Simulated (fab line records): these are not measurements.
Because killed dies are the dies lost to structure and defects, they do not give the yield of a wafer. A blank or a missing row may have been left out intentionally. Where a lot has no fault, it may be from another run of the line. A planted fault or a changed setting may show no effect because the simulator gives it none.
The tool behind it: which one? -- flow rit_cmos -- 7 lots, 21 wafers sampled, at 2 steps of a route of 202

## WHAT THE GAUGES READ, wafer by wafer
RIT_ACTIVE_CD_MEAS_90 targets a cd of 1400 nm.
lot,measured,on,cd_nm (nm)
L989,day 1 20:22,cd_sem-01,1401.4 1399.9 1402.1
L993,day 2 17:29,cd_sem-01,1400.3 1399.4 1402.7
L995,day 3 03:10,cd_sem-01,1403.7 1400.3 1401.9
L997,day 3 12:01,cd_sem-02,1401.7 1400.8 1401.5
L100,day 4 05:01,cd_sem-01,1396.0 1399.2 1397.9
L105,day 5 04:59,cd_sem-02,- - -
L111,day 6 11:00,cd_sem-02,1399.7 1400.2 1399.5

## TOOL THAT RAN EACH LOT (tool first, then ch and the chambers of the sampled wafers, then the start)
lot,RIT_ACTIVE_CVD_03
L989,"lpcvd-02 ch 1, day 1 17:21"
L993,"lpcvd-01 ch 1, day 2 14:31"
L995,"lpcvd-01 ch 1, day 2 23:53"
L997,"lpcvd-01 ch 1, day 3 09:07"
L100,"lpcvd-02 ch 0, day 4 01:59"
L105,"lpcvd-01 ch 0, day 5 01:55"
L111,"lpcvd-02 ch 1, day 6 07:56"
- RIT_ACTIVE_CVD_03: deposits Si3N4 from SiH2Cl2/NH3, target thk 150 nm, time 1500 s.

## THE ANSWER, worked out from the rows above alone
Rule: the lots themselves supply what counts as usual. The widest of any qualifying gaps counts: lots, ordered by their means at a reading, are off when they make up no more than a third of the lots, leave a main group of 4 or more, and stand apart from it by 3 or more times the standard deviation of that group's means. A main group is skipped when, at the precision printed for the reading in the tables above, its means are all equal. A lot without any number at a reading at which 4 lots or more have one is off too. The other lots that the step has rows for count as sound.
Off: L105 (RIT_ACTIVE_CD_MEAS_90, cd_nm). Without a number there: L105. Mean 1400.5 nm and standard deviation 1.4 in the main group.
A tool fits if, at a process step before that reading, it ran every lot that is off, and no sound lot after the first of them. The gauges at RIT_ACTIVE_CD_MEAS_90 are tried like those tools. One fits: lpcvd-01 at RIT_ACTIVE_CVD_03. A fault onset in the window from L997 (day 3 09:07, its last sound lot) to L105 (day 5 01:55, its first lot off) fits.

## WHAT WAS PUT IN BY THE SIMULATOR
Entire step skipped (lpcvd-01, RIT_ACTIVE_CVD_03), from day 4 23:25 onward. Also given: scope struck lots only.
Lots struck among those shown: L105. This agrees with what the rule above found.
